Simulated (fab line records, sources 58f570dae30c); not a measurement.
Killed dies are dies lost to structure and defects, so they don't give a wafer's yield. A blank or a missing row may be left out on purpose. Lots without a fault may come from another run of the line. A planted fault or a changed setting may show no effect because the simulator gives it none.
Which tool did it? | flow berkeley_cmos170 | 14 lots, 42 wafers sampled, at 5 steps of a route of 331

WHAT THE GAUGES READ, wafer by wafer
UCB170_GATE_CD_MEAS_90: target cd 350 nm.
lot  | measured     | on        | cd_nm (nm)
L956 | day 5 22:26  | cd_sem-02 | 350.6 351.3 351.3
L957 | day 5 22:13  | cd_sem-02 | 349.9 349.0 351.8
L958 | day 6 18:38  | cd_sem-01 | 349.8 350.1 349.0
L959 | day 7 04:59  | cd_sem-01 | 349.6 348.1 349.8
L961 | day 7 05:01  | cd_sem-02 | 351.8 348.9 350.6
L965 | day 8 11:09  | cd_sem-01 | - - -
L966 | day 7 16:11  | cd_sem-02 | 352.9 350.9 351.1
L968 | day 7 16:08  | cd_sem-01 | 348.1 348.7 348.8
L972 | day 9 10:10  | cd_sem-02 | - - -
L975 | day 9 23:22  | cd_sem-02 | 352.6 351.1 352.7
L976 | day 9 23:40  | cd_sem-02 | 352.1 352.5 351.8
L977 | day 10 10:20 | cd_sem-01 | 350.1 350.7 348.4
L978 | day 10 09:45 | cd_sem-01 | 349.5 348.8 350.7
L979 | day 10 10:05 | cd_sem-01 | 350.1 347.4 351.3

UCB170_PLDD_OVL_MEAS_07.
lot  | measured     | on         | PLDD_OVL (nm)
L956 | day 5 23:50  | overlay-02 | -5 -3 2
L957 | day 5 23:37  | overlay-02 | -6 -6 2
L958 | day 6 19:53  | overlay-01 | -6 -8 0
L959 | day 7 06:52  | overlay-02 | 6 7 3
L961 | day 7 06:35  | overlay-01 | 7 2 9
L966 | day 7 18:43  | overlay-01 | 1 4 1
L968 | day 7 17:49  | overlay-02 | -2 0 0
L975 | day 10 01:30 | overlay-02 | -1 6 0
L976 | day 10 01:47 | overlay-02 | -1 2 -1
L977 | day 10 12:05 | overlay-02 | -3 2 -9
L978 | day 10 11:35 | overlay-02 | 10 2 4
L979 | day 10 11:51 | overlay-02 | -4 -7 -13

WHICH TOOL RAN EACH LOT (tool, then ch and the chambers of the sampled wafers, then the start)
lot  | UCB170_ZERO_ETCH_06               | UCB170_NWELL_STRIP_15               | UCB170_GATE_ETCH_15
L956 | rie_diel-04 ch 0,2,3, day 1 19:11 | plasma_asher-01 ch 0,1, day 2 05:47 | rie_si-02 ch 0,1,3, day 5 22:18
L957 | rie_diel-04 ch 0,3, day 2 00:41   | plasma_asher-01 ch 0,1, day 2 09:26 | rie_si-01 ch 0,1,3, day 5 22:01
L958 | rie_diel-04 ch 1,3, day 2 05:47   | plasma_asher-03 ch 0,1, day 2 19:43 | rie_si-01 ch 0,1,3, day 6 18:28
L959 | rie_diel-04 ch 1,2,3, day 2 12:28 | plasma_asher-01 ch 0,1, day 3 05:14 | rie_si-01 ch 0,1, day 7 04:43
L961 | rie_diel-04 ch 0,1,3, day 2 23:22 | plasma_asher-02 ch 0,1, day 3 22:56 | rie_si-01 ch 1,2,3, day 7 04:52
L965 | rie_diel-03 ch 1,3, day 3 23:42   | plasma_asher-02 ch 0,1, day 4 11:01 | rie_si-01 ch 0,1, day 8 10:59
L966 | rie_diel-01 ch 1,2, day 4 00:33   | plasma_asher-01 ch 0,1, day 4 11:06 | rie_si-02 ch 0,1,3, day 7 16:02
L968 | rie_diel-03 ch 0,1,3, day 4 02:49 | plasma_asher-03 ch 0,1, day 4 11:18 | rie_si-01 ch 1,2,3, day 7 15:56
L972 | rie_diel-04 ch 0,2,3, day 5 02:30 | plasma_asher-03 ch 0,1, day 5 12:30 | rie_si-02 ch 1,3, day 9 09:43
L975 | rie_diel-03 ch 1,2,3, day 5 13:15 | plasma_asher-03 ch 0,1, day 5 23:58 | rie_si-02 ch 0,3, day 9 23:13
L976 | rie_diel-03 ch 0,1,3, day 5 21:44 | plasma_asher-03 ch 0,1, day 6 08:41 | rie_si-02 ch 0,2,3, day 9 23:29
L977 | rie_diel-04 ch 0,1,2, day 6 05:59 | plasma_asher-03 ch 1, day 6 18:04   | rie_si-01 ch 0,1, day 10 10:07
L978 | rie_diel-04 ch 1,2, day 6 08:13   | plasma_asher-02 ch 0,1, day 6 18:17 | rie_si-01 ch 1,2,3, day 10 09:36
L979 | rie_diel-03 ch 0,2,3, day 6 14:38 | plasma_asher-01 ch 0,1, day 6 22:13 | rie_si-02 ch 0,3, day 10 09:51
- UCB170_ZERO_ETCH_06: etches SiO2 in CHF3/CF4/Ar, time 12 s.
- UCB170_NWELL_STRIP_15: strips in O2.
- UCB170_GATE_ETCH_15: etches poly-Si in HBr/Cl2, stops on SiO2, time 56.3 s, target depth 278.2 nm.

WHAT THE TOOLS THEMSELVES READ (means of the sampled wafers that have a number; where no wafer has one, the mark that the record gives instead)
UCB170_ZERO_ETCH_06.
lot  | tool        | CHF3_flow_sccm (sccm) | cf4_flow_sccm (sccm) | drypump_motor_current_A (A) | oes_product_au (a.u.) | throttle_valve_pct (%)
L956 | rie_diel-04 | 49.97                 | 10.02                | 5.5                         | 0.619                 | 9.17
L957 | rie_diel-04 | 50.08                 | 9.98                 | 5.3                         | 0.615                 | 9.30
L958 | rie_diel-04 | 49.93                 | 10.00                | 5.4                         | 0.621                 | 9.15
L959 | rie_diel-04 | 49.92                 | 10.00                | 5.5                         | 0.619                 | 9.10
L961 | rie_diel-04 | 49.92                 | 10.01                | 5.4                         | 0.620                 | 9.22
L965 | rie_diel-03 | 50.09                 | 9.99                 | 6.0                         | 0.611                 | 9.18
L966 | rie_diel-01 | 50.19                 | 9.99                 | 6.4                         | 0.619                 | 9.00
L968 | rie_diel-03 | 50.05                 | 9.99                 | 6.1                         | 0.615                 | 9.13
L972 | rie_diel-04 | 49.92                 | 9.97                 | 5.5                         | 0.617                 | 9.18
L975 | rie_diel-03 | 50.02                 | 10.01                | 6.1                         | 0.616                 | 9.29
L976 | rie_diel-03 | 49.91                 | 10.02                | 6.2                         | 0.613                 | 9.13
L977 | rie_diel-04 | 50.03                 | 9.98                 | 5.6                         | 0.613                 | 9.20
L978 | rie_diel-04 | 50.00                 | 9.99                 | 5.8                         | 0.617                 | 9.07
L979 | rie_diel-03 | 49.98                 | 10.01                | 6.2                         | 0.613                 | 9.24

UCB170_NWELL_STRIP_15.
lot  | tool            | drypump_motor_current_A (A) | oes_product_au (a.u.) | strip_time_to_endpoint_s (s)
L956 | plasma_asher-01 | 5.7                         | 0.723                 | 17.99
L957 | plasma_asher-01 | 5.7                         | 0.723                 | 17.97
L958 | plasma_asher-03 | 5.8                         | 0.720                 | 17.98
L959 | plasma_asher-01 | 5.7                         | 0.723                 | 17.88
L961 | plasma_asher-02 | 5.2                         | 0.721                 | 18.06
L965 | plasma_asher-02 | 5.3                         | 0.719                 | 17.98
L966 | plasma_asher-01 | 5.8                         | 0.721                 | 17.99
L968 | plasma_asher-03 | 6.0                         | 0.724                 | 18.03
L972 | plasma_asher-03 | 6.0                         | 0.720                 | 17.93
L975 | plasma_asher-03 | 5.8                         | 0.718                 | 18.01
L976 | plasma_asher-03 | 6.0                         | 0.722                 | 18.17
L977 | plasma_asher-03 | 5.7                         | 0.724                 | 18.14
L978 | plasma_asher-02 | 5.2                         | 0.722                 | 18.17
L979 | plasma_asher-01 | 5.8                         | 0.720                 | 18.02

UCB170_GATE_ETCH_15.
lot  | tool      | HBr_flow_sccm (sccm) | bias_w (W) | drypump_motor_current_A (A) | oes_product_au (a.u.) | throttle_valve_pct (%)
L956 | rie_si-02 | 150.1                | 150.3      | 5.60                        | 0.841                 | 26.46
L957 | rie_si-01 | 150.2                | 149.7      | 5.56                        | 0.837                 | 26.29
L958 | rie_si-01 | 150.5                | 150.2      | 5.54                        | 0.844                 | 26.30
L959 | rie_si-01 | 149.6                | 149.9      | 5.45                        | 0.833                 | 26.29
L961 | rie_si-01 | 150.5                | 150.2      | 5.74                        | 0.831                 | 26.33
L965 | rie_si-01 | -                    | -          | -                           | -                     | -
L966 | rie_si-02 | 149.9                | 150.1      | 5.61                        | 0.843                 | 26.48
L968 | rie_si-01 | 150.1                | 150.1      | 5.73                        | 0.811                 | 26.35
L972 | rie_si-02 | -                    | -          | -                           | -                     | -
L975 | rie_si-02 | 150.3                | 150.2      | 5.39                        | 0.836                 | 26.47
L976 | rie_si-02 | 149.9                | 150.3      | 5.46                        | 0.839                 | 26.38
L977 | rie_si-01 | 150.1                | 149.8      | 5.44                        | 0.829                 | 26.29
L978 | rie_si-01 | 149.7                | 150.2      | 5.73                        | 0.820                 | 26.34
L979 | rie_si-02 | 149.8                | 149.6      | 5.40                        | 0.836                 | 26.43

THE ANSWER, worked out from the rows above alone
Rule: what is usual is taken from the lots themselves. Put in order of their means at a reading, lots are off if they are a third of the lots or fewer, leave a main group of 4 or more, and stand apart from it by a gap of 3 or more times the standard deviation of the main group's means; of several such gaps the widest counts. A main group whose means are all the same, to the digits that the tables above print for the reading, isn't used. A lot without any number at a reading at which 4 lots or more have one is off too. The other lots that the step has rows for count as sound. The gauges are gone through in route order, then the tools' own readings, and for those a lot's mean is taken as printed above. The first step at which some lot is off is used, and at that step the reading that is off furthest; a lot without a number counts as furthest.
Off: L965, L972, at UCB170_GATE_CD_MEAS_90 (cd_nm). Without a number there: L965, L972. The main group: mean 350.3 nm, standard deviation 1.1.
A tool fits if, at a process step before that reading, it ran every lot that is off, and no sound lot after the first of them. The gauges at UCB170_GATE_CD_MEAS_90 aren't tried: what is off there is off at UCB170_GATE_ETCH_15 too, on other tools, and a gauge's error can't cause that. None of those tried fits.

WHAT THE SIMULATOR HAD PUT IN
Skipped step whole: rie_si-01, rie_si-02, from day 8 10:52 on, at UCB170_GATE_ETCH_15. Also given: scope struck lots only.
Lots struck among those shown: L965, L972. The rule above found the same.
